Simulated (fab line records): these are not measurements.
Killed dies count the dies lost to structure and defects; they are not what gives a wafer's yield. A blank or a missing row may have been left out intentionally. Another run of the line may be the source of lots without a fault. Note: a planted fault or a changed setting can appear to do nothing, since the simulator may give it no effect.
Problem report in the 8D (eight disciplines) form, filled by code + flow berkeley cmos170 + the parts of the form that need people (team, actions taken, sign-off) are left out

## 1. THE PROBLEM
Wafers with no fault read 497.2 W with a standard deviation of 1.8, whereas rf fwd power W at UCB170_SPACER_ETCHBACK_03 reads a mean of 415.6 W on 1 wafer of 1 lot. That is -45 standard deviations from the usual mean.
The step: etches SiO2 in CHF3/CF4/Ar, stops on Si, target depth 376 nm, time 100 s.
The first sign was on wafer L450.4 at day 8 13:44, on rie diel-02. The record holds 39 wafers of 13 lots with a number at this step. Rule for "out" (also "out of limits"): further than 4 standard deviations from the usual mean. The other wafers with a number count as sound.

## 2. WHAT THIS IS AND IS NOT
| question                    | is               | is not                                                                                 |
|-----------------------------|------------------|----------------------------------------------------------------------------------------|
| which readings at this step | rf fwd power W   | drypump motor current A, oes product au, throttle valve pct                            |
| which lots                  | L450             | L441, L442, L443, L444, L445, L446, L447, L448, L458, L459, L461, L464                 |
| which wafers of those lots  | L450.4           | L450.2, L450.5                                                                         |
| read on which tools         | rie diel-02      | rie diel-01, rie diel-03                                                               |
| when                        | from day 8 13:44 | up to then (26 sound wafers); but 12 sound wafers of L458, L459, L461, L464 came after |

## 3. THE SUSPECTS, EACH WITH WHAT RULES IT OUT
Counting: any tool at a process step up to the reading remains a suspect provided it ran every lot that is out. Sound lots after the first of them don't rule it out here, since some wafers of a struck lot are sound.
- rie diel-02 at UCB170_SPACER_ETCHBACK_03 (etches SiO2 in CHF3/CF4/Ar, stops on Si, target depth 376 nm, time 100 s): kept. The lot that is out, L450, ran on it at day 8 13:44; the last sound lot it ran before that was L447, at day 7 16:43. On those wafers its own readings are out: rf fwd power W.
- At UCB170_SPACER_ETCHBACK_03 on rie diel-02, chamber 1 took the sound wafers of the same lots and chamber 2 took the wafers that are out.
Remaining after the count: rie diel-02 at UCB170_SPACER_ETCHBACK_03.

## 4. THE CAUSE (what the simulator had put in)
rie diel-02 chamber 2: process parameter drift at UCB170_SPACER_ETCHBACK_03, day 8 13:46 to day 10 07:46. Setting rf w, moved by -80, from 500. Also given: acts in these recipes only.
This tool alone remained once counting was done.

## 5. THE EFFECT CHAIN, in route order
Each row: a reading where the mean over the struck wafers with a number is more than 3 standard deviations away from the usual. Only readings whose record carries a usual standard deviation are examined. hours: median over the lots of the time between each lot's start at the first step of this table that gives one and its start at this step. sigmas: the change, counted in usual standard deviations.
| hours | step                      | reading        | usual   | on struck wafers | change | sigmas |
|-------|---------------------------|----------------|---------|------------------|--------|--------|
| 0     | UCB170_SPACER_ETCHBACK_03 | rf fwd power W | 497.2 W | 415.6            | -81.6  | -45    |
The process steps in it:
- UCB170_SPACER_ETCHBACK_03: etches SiO2 in CHF3/CF4/Ar, stops on Si, target depth 376 nm, time 100 s.
At these later measuring or inspecting steps, every struck wafer for which the step has a row has a number for every such reading, and none has moved that far: UCB170_CONTACT_CD_MEAS_90, UCB170_M3_CD_MEAS_90.

## 6. WHAT WOULD HAVE CAUGHT IT SOONER
In this record the first reading out of limits was taken at day 8 13:44.
